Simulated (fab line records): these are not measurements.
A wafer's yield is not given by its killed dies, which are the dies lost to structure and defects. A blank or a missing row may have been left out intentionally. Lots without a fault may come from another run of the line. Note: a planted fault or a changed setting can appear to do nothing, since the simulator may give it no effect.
A struck lot beside a sound one -- flow ritCmos -- 44 out of 202 route steps
Sound: the wafers L503.1, L503.2, L503.4. Wafers L522.1, L522.5, L522.6 were the ones struck. The cause is given at the end.
At each step with rows: each side's tool, then ch and its chambers, then its first start. Under that, the readings that differ: sound wafers -- struck wafers -- difference of the means -- sigmas: that difference in standard deviations of wafers without a fault.
alike: a reading whose means differ by less than 2 such deviations, as well as words and numbers matching on both sides. not compared: withheld readings; readings where some wafer has no value; bounds like >300 that might hide an equal value; numbers whose values overlap and for which the record gives no deviation.
Wherever a step has rows on one side only, a row that says differs or no value, or a row with sigmas, the two part there. Numbers that have no deviation but don't overlap get no sigmas and don't part them. Lack of a reading on every wafer of one side parts them only where that side has two or more wafers.

first, 1 step without rows for these wafers: RIT_PRETRO_IMPLANT_08.
RIT_PRETRO_STRIP_09: strips in O2, time 180 s.
  sound on plasmaAsher-02 ch 0,1, day 2 16:48; struck on plasmaAsher-01 ch 0,1, day 6 16:49
  alike: drypumpMotorCurrentA
  not compared: rfHoursCounterH
RIT_PRETRO_TW_MEAS_10:
  sound: filmMetro-01 at day 2 16:58; struck: filmMetro-04 at day 6 16:59
  alike: PRETRO_TW
then, 5 steps without rows for these wafers: RIT_GATE_WET_ETCH_00 (etches SiO2 in BOE, target depth 56 nm, time 60 s); RIT_GATE_CLEAN_01 (cleans in SC1, time 600 s); RIT_GATE_CLEAN_02 (cleans in dHF, time 30 s); RIT_GATE_CLEAN_03 (cleans in SC2, time 600 s); RIT_GATE_CLEAN_04 (cleans in dHF, time 60 s).
RIT_FOX2_THK_MEAS_91:
  sound: filmMetro-04 at day 2 17:28; struck: filmMetro-02 at day 6 17:31
  alike: FIELD_OXIDE_LEFT_2_THK
then, 2 steps without rows for these wafers: RIT_GATE_OXIDATION_05 (target thk 3 nm, ox time 270 s); RIT_GATE_ANNEAL_06 (time 600 s).
RIT_GATE_THK_MEAS_07:
  sound: filmMetro-03 at day 2 19:07; struck: filmMetro-02 at day 6 19:38
  alike: GATE_OXIDE_THK
RIT_GATE_CVD_08: deposits poly-Si from SiH4, target thk 250 nm, time 2220 s.
  sound on lpcvd-02 ch 0, day 2 19:11; struck on lpcvd-01 ch 0, day 6 19:42
reading,sound,struck,difference,sigmas
spikeTcSourceC (C),632.1 634.0 631.5,626.9 625.4 625.5,-6.6,-3
model.poly-Si_of_GATE_CVD_08.thkNm (nm),241.7 242.3 241.9,269.8 267.4 268.4,+26.6,
  alike: pressureMtorr
RIT_GATE_THK_MEAS_09:
  sound: filmMetro-03 at day 2 20:48; struck: filmMetro-04 at day 6 21:19
reading,sound,struck,difference,sigmas
GATE_POLY_THK (nm),241.5 242.2 242.0,269.6 267.3 268.7,+26.6,+10
then, 6 steps without rows for these wafers: RIT_GATE_HMDS_10 (prime time 60 s); RIT_GATE_COAT_11 (resist thk 850 nm); RIT_GATE_SOFTBAKE_12 (time 60 s); RIT_GATE_EXPOSE_13 (exposes mask M6, target cd 150 nm); RIT_GATE_PEB_14; RIT_GATE_DEVELOP_15 (develop time 47.86 s).
RIT_GATE_CD_MEAS_16 targets a cd of 150 nm.
  sound: cdSem-01 at day 2 21:50; struck: cdSem-01 at day 6 22:16
  alike: cdNm
RIT_GATE_OVL_MEAS_17:
  sound: overlay-01 at day 2 21:58; struck: overlay-02 at day 6 22:23
  alike: GATE_OVL
then, 1 step without rows for these wafers: RIT_GATE_HARDBAKE_18 (time 60 s).
RIT_GATE_ETCH_19: etches poly-Si in SF6/CHF3/O2, stops on SiO2, time 165 s, target depth 312.5 nm.
  sound on rieSi-01 ch 0,1,3, day 2 22:08; struck on rieSi-02 ch 2,3, day 6 22:34
reading,sound,struck,difference,sigmas
oesProductAu (a.u.),0.837 0.827 0.823,0.884 0.887 0.885,+0.056,+5
model.GATE.featureDepthNm (nm),241.7 242.3 241.9,269.8 267.4 268.4,+26.6,
model.etch.depthNm (nm),241.7 242.3 241.9,269.8 267.4 268.4,+26.6,
  alike: CHF3_flow_sccm, drypumpMotorCurrentA, throttleValvePct
  not compared: rfHoursCounterH
RIT_GATE_STRIP_20: strips in O2, time 180 s.
  sound on plasmaAsher-02 ch 0,1, day 2 22:15; struck on plasmaAsher-04 ch 0,1, day 6 22:40
  alike: drypumpMotorCurrentA
  not compared: rfHoursCounterH
RIT_GATE_CD_MEAS_90 targets a cd of 150 nm.
  sound: cdSem-01 at day 2 22:26; struck: cdSem-02 at day 6 22:50
  alike: cdNm
then, 4 steps without rows for these wafers: RIT_REOX_CLEAN_00 (cleans in SC1, time 600 s); RIT_REOX_CLEAN_01 (cleans in dHF, time 30 s); RIT_REOX_CLEAN_02 (cleans in SC2, time 600 s); RIT_REOX_OXIDATION_03 (target thk 25.2 nm, ox time 5310 s).
RIT_REOX_THK_MEAS_04:
  sound: filmMetro-03 at day 3 01:36; struck: filmMetro-01 at day 7 02:40
reading,sound,struck,difference,sigmas
REOX_OXIDE_THK (nm),25.1 24.3 24.7,23.7 23.4 23.7,-1.1,-2
then, 6 steps without rows for these wafers: RIT_NLDD_HMDS_00 (prime time 60 s); RIT_NLDD_COAT_01 (resist thk 1000 nm); RIT_NLDD_SOFTBAKE_02 (time 60 s); RIT_NLDD_EXPOSE_03 (exposes mask M7, target cd 40700 nm); RIT_NLDD_PEB_04; RIT_NLDD_DEVELOP_05 (develop time 50 s).
RIT_NLDD_OVL_MEAS_06:
  sound: overlay-02 at day 3 02:31; struck: overlay-01 at day 7 03:53
reading,sound,struck,difference,sigmas
NLDD_OVL (nm),4.0 2.1 2.1,0.2 -3.8 -1.4,-4.4,-3
then, 2 steps without rows for these wafers: RIT_NLDD_HARDBAKE_07 (time 60 s); RIT_NLDD_IMPLANT_08.
RIT_NLDD_STRIP_09: strips in O2, time 180 s.
  sound on plasmaAsher-02 ch 0,1, day 3 02:51; struck on plasmaAsher-02 ch 0,1, day 7 04:14
  alike: drypumpMotorCurrentA
  not compared: rfHoursCounterH
RIT_NLDD_TW_MEAS_10:
  sound: filmMetro-01 at day 3 03:01; struck: filmMetro-01 at day 7 04:24
  alike: NLDD_TW
RIT_SDANNEAL_CLEAN_02: cleans in SC2, time 600 s.
  sound on wetBench-01 ch 0, day 3 10:23; struck on wetBench-01 ch 2, day 7 11:44
reading,sound,struck,difference,sigmas
model.poly-Si_of_GATE_CVD_08.thkNm (nm),155.1 154 155.4,182.2 181 180,+26.2,
  alike: tempC
RIT_M1_PROBE_99:
  sound: prober-02 at day 3 18:20; struck: prober-02 at day 7 19:19
reading,sound,struck,difference,sigmas
model.etest.nmosTurned.driveUaUm,337 350.2 341.6,308.7 318.5 306.5,-31.7,
model.etest.polyCombOverSteps.leakLog10AUm,-12.78 -12.83 -12.76,-12.35 -12.59 -12.27,+0.39,
  alike: killedAtContacts, killedAtFrontEnd, killedDies, killedOpen, killedShort

## WHERE THEY PART
First at RIT_GATE_CVD_08; last, within this record, at RIT_NLDD_OVL_MEAS_06. Later steps at which nothing parts them and some readings are alike: RIT_NLDD_STRIP_09, RIT_NLDD_TW_MEAS_10, RIT_SDANNEAL_CLEAN_02, RIT_M1_PROBE_99.

WHY: the cause the simulator had injected
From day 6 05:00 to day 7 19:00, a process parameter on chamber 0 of lpcvd-01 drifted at RIT_GATE_CVD_08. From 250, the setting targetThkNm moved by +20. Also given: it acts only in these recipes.
